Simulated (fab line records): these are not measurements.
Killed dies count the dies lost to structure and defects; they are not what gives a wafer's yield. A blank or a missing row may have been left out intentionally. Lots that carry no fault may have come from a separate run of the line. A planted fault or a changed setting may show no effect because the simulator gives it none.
Comparing a struck lot with a sound one | flow berkeleyCmos170 | 13 steps out of a route of 331
Sound: the wafers L224.4, L224.5, L224.6. Struck: wafers L234.2, L234.3, L234.4. Last of all comes the cause.
Each step with rows lists, per side, the tool, then ch with its chambers, then its first start. Under that, the readings that differ: sound wafers | struck wafers | difference of the means | sigmas: that difference in standard deviations of wafers without a fault.
alike: readings whose means differ by less than 2 such deviations, and words and numbers that are the same on both sides. not compared: withheld readings, readings that some wafer has no value for, bounds like >300 that may hide the same value, and numbers for which the record gives no deviation and whose values overlap.
The two part at a step that has a row with sigmas, a row that says differs or no value, or rows on one side only. Non-overlapping numbers with no deviation appear without sigmas and do not part them. Lack of a reading on every wafer of one side parts them only where that side has two or more wafers.

first, 1 step without rows for these wafers: UCB170_PFIELD_IMPLANT_07.
UCB170_PFIELD_STRIP_08: strips in O2.
  sound on plasmaAsher-03 ch 0,1, day 5 04:04; struck on plasmaAsher-04 ch 0,1, day 7 20:50
  alike: drypumpMotorCurrentA, oesProductAu, stripTimeToEndpointS
  not compared: rfHoursCounterH
UCB170_PFIELD_TW_MEAS_09:
  sound on filmMetro-01 at day 5 04:10; struck on filmMetro-03 at day 7 20:56
  alike: PFIELD_TW
then, 2 steps without rows for these wafers: UCB170_FIELD_CLEAN_00 (cleans in dHF, time 7.5 s); UCB170_FIELD_OXIDATION_01 (target thk 558.3 nm, ox time 7200 s).
UCB170_FIELD_THK_MEAS_02:
  sound on filmMetro-02 at day 5 12:08; struck on filmMetro-02 at day 8 02:55
  alike: FIELD_OXIDE_THK
then, 4 steps without rows for these wafers: UCB170_FIELD_ANNEAL_03 (time 1200 s); UCB170_FIELD_WET_ETCH_04 (etches SiO2 in dHF, time 60 s); UCB170_FIELD_WET_ETCH_05 (etches Si3N4 in H3PO4, time 12600 s); UCB170_FIELD_WET_ETCH_06 (etches SiO2 in BOE, time 23.05 s).
UCB170_FIELD_THK_MEAS_90:
  sound on filmMetro-01 at day 5 21:46; struck on filmMetro-02 at day 8 14:03
  alike: FIELD_OXIDE_LEFT_1_THK
then, 1 step without rows for these wafers: UCB170_SACOX_CLEAN_00 (cleans in dHF, time 7.5 s).
UCB170_SACOX_OXIDATION_01: target thk 14.4 nm, ox time 2400 s.
  struck on furnace-04, day 8 16:47; sound on furnace-04 ch 0, day 6 01:11
  no value came back on the struck wafers for oxTempC (C), oxTempCMax; on the sound wafers oxTempC (C) reads 900.6 899.8 900.4

== WHERE THEY PART ==
At UCB170_SACOX_OXIDATION_01 and nowhere else, as far as this record goes.

WHY: the cause the simulator had injected
Beginning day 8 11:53, the whole step at UCB170_SACOX_OXIDATION_01 was skipped on furnace-04. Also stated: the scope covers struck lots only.
